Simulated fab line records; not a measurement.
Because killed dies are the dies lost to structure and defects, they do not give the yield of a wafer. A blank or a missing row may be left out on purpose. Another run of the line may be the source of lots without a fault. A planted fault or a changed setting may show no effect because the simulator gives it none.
Comparing a struck lot with a sound one	flow rit cmos	43 steps out of a route of 202
Sound: wafers L348.3, L348.4, L348.5. Struck: wafers L359.1, L359.4, L359.6. At the end, the cause is stated.
Each step with rows lists, per side, the tool, then ch with its chambers, then its first start. Under that, the readings that differ: sound wafers	struck wafers	difference of the means	sigmas: that difference in standard deviations of wafers without a fault.
alike: a reading whose means differ by less than 2 such deviations, as well as words and numbers matching on both sides. not compared: withheld readings; readings where some wafer has no value; bounds like >300 that might hide an equal value; numbers whose values overlap and for which the record gives no deviation.
Wherever a step has rows on one side only, a row that says differs or no value, or a row with sigmas, the two part there. Numbers that don't overlap but have no deviation are shown without sigmas and don't part them. A reading missing from all wafers of one side parts the sides only when that side holds two or more wafers.

first, 5 steps without rows for these wafers: RIT_PRETRO_COAT_01 (resist thk 1300 nm); RIT_PRETRO_SOFTBAKE_02 (time 60 s); RIT_PRETRO_EXPOSE_03 (exposes mask M5, target cd 43700 nm); RIT_PRETRO_PEB_04; RIT_PRETRO_DEVELOP_05 (develop time 68 s).
RIT_PRETRO_OVL_MEAS_06:
  sound: overlay-01 at day 2 14:19; struck: overlay-01 at day 4 23:35
  alike: PRETRO_OVL
then, 2 steps without rows for these wafers: RIT_PRETRO_HARDBAKE_07 (time 120 s); RIT_PRETRO_IMPLANT_08.
RIT_PRETRO_STRIP_09: strips in O2, time 180 s.
  sound on plasma asher-04 ch 0,1, day 2 14:47; struck on plasma asher-02 ch 0,1, day 5 00:01
  alike: drypump motor current A
  not compared: rf hours counter h
RIT_PRETRO_TW_MEAS_10:
  sound: film metro-03 at day 2 14:56; struck: film metro-02 at day 5 00:11
  alike: PRETRO_TW
then, 2 steps without rows for these wafers: RIT_GATE_WET_ETCH_00 (etches SiO2 in BOE, target depth 56 nm, time 60 s); RIT_GATE_CLEAN_01 (cleans in SC1, time 600 s).
RIT_GATE_CLEAN_02: cleans in dHF, time 30.81 s.
  sound on wet bench-04 ch 1, day 2 15:11; struck on wet bench-04 ch 1, day 5 00:28
then, 2 steps without rows for these wafers: RIT_GATE_CLEAN_03 (cleans in SC2, time 600 s); RIT_GATE_CLEAN_04 (cleans in dHF, time 60 s).
RIT_FOX2_THK_MEAS_91:
  sound: film metro-04 at day 2 15:26; struck: film metro-02 at day 5 00:41
  alike: FIELD_OXIDE_LEFT_2_THK
then, 2 steps without rows for these wafers: RIT_GATE_OXIDATION_05 (target thk 3 nm, ox time 270 s); RIT_GATE_ANNEAL_06 (time 600 s).
RIT_GATE_THK_MEAS_07:
  sound: film metro-01 at day 2 20:18; struck: film metro-01 at day 5 05:13
  alike: GATE_OXIDE_THK
then, 1 step without rows for these wafers: RIT_GATE_CVD_08 (deposits poly-Si from SiH4, target thk 250 nm, time 2220 s).
RIT_GATE_THK_MEAS_09:
  sound: film metro-02 at day 2 21:59; struck: film metro-02 at day 5 06:54
  alike: GATE_POLY_THK
then, 6 steps without rows for these wafers: RIT_GATE_HMDS_10 (prime time 60 s); RIT_GATE_COAT_11 (resist thk 850 nm); RIT_GATE_SOFTBAKE_12 (time 60 s); RIT_GATE_EXPOSE_13 (exposes mask M6, target cd 150 nm); RIT_GATE_PEB_14; RIT_GATE_DEVELOP_15 (develop time 51.25 s).
RIT_GATE_CD_MEAS_16: the cd target is 150 nm.
  sound: cd sem-01 at day 2 23:02; struck: cd sem-02 at day 5 07:56
  alike: cd nm
RIT_GATE_OVL_MEAS_17:
  sound: overlay-01 at day 2 23:08; struck: overlay-02 at day 5 08:04
  alike: GATE_OVL
then, 1 step without rows for these wafers: RIT_GATE_HARDBAKE_18 (time 60 s).
RIT_GATE_ETCH_19: etches poly-Si in SF6/CHF3/O2, stops on SiO2, time 165 s, target depth 312.5 nm.
  sound on rie si-01 ch 0,3, day 2 23:18; struck on rie si-02 ch 0,1,3, day 5 08:14
  alike: O2_flow_sccm, SF6_flow_sccm, drypump motor current A, oes product au, rf fwd power W, throttle valve pct
  not compared: rf hours counter h
RIT_GATE_STRIP_20: strips in O2, time 180 s.
  sound on plasma asher-02 ch 0,1, day 2 23:28; struck on plasma asher-02 ch 0,1, day 5 08:21
  alike: drypump motor current A
  not compared: rf hours counter h
RIT_GATE_CD_MEAS_90: the cd target is 150 nm.
  sound: cd sem-01 at day 2 23:37; struck: cd sem-01 at day 5 08:31
  alike: cd nm
then, 4 steps without rows for these wafers: RIT_REOX_CLEAN_00 (cleans in SC1, time 600 s); RIT_REOX_CLEAN_01 (cleans in dHF, time 30 s); RIT_REOX_CLEAN_02 (cleans in SC2, time 600 s); RIT_REOX_OXIDATION_03 (target thk 25.2 nm, ox time 5580 s).
RIT_REOX_THK_MEAS_04:
  sound: film metro-01 at day 3 02:51; struck: film metro-03 at day 5 11:34
  alike: REOX_OXIDE_THK
then, 2 steps without rows for these wafers: RIT_NLDD_HMDS_00 (prime time 60 s); RIT_NLDD_COAT_01 (resist thk 1000 nm).
RIT_NLDD_SOFTBAKE_02: time 62.75 s.
  sound on litho track-03 ch 0, day 3 03:14; struck on litho track-04 ch 0, day 5 11:55
  alike: plate sensor t centre C, plate sensor t edge C
then, 1 step without rows for these wafers: RIT_NLDD_EXPOSE_03 (exposes mask M7, target cd 40700 nm).
RIT_M1_PROBE_99:
  sound: prober-02 at day 3 19:20; struck: prober-01 at day 6 04:02
reading	sound	struck	difference	sigmas
killed at front end	8 10 12	23 21 14	+9	+3
killed dies	8 10 12	23 21 14	+9	+3
killed on rim	5 3 3	9 8 7	+4	+3
  alike: killed open, killed short

## WHERE THEY PART
Within this record, at RIT_M1_PROBE_99 only.

WHY: what the simulator had put in
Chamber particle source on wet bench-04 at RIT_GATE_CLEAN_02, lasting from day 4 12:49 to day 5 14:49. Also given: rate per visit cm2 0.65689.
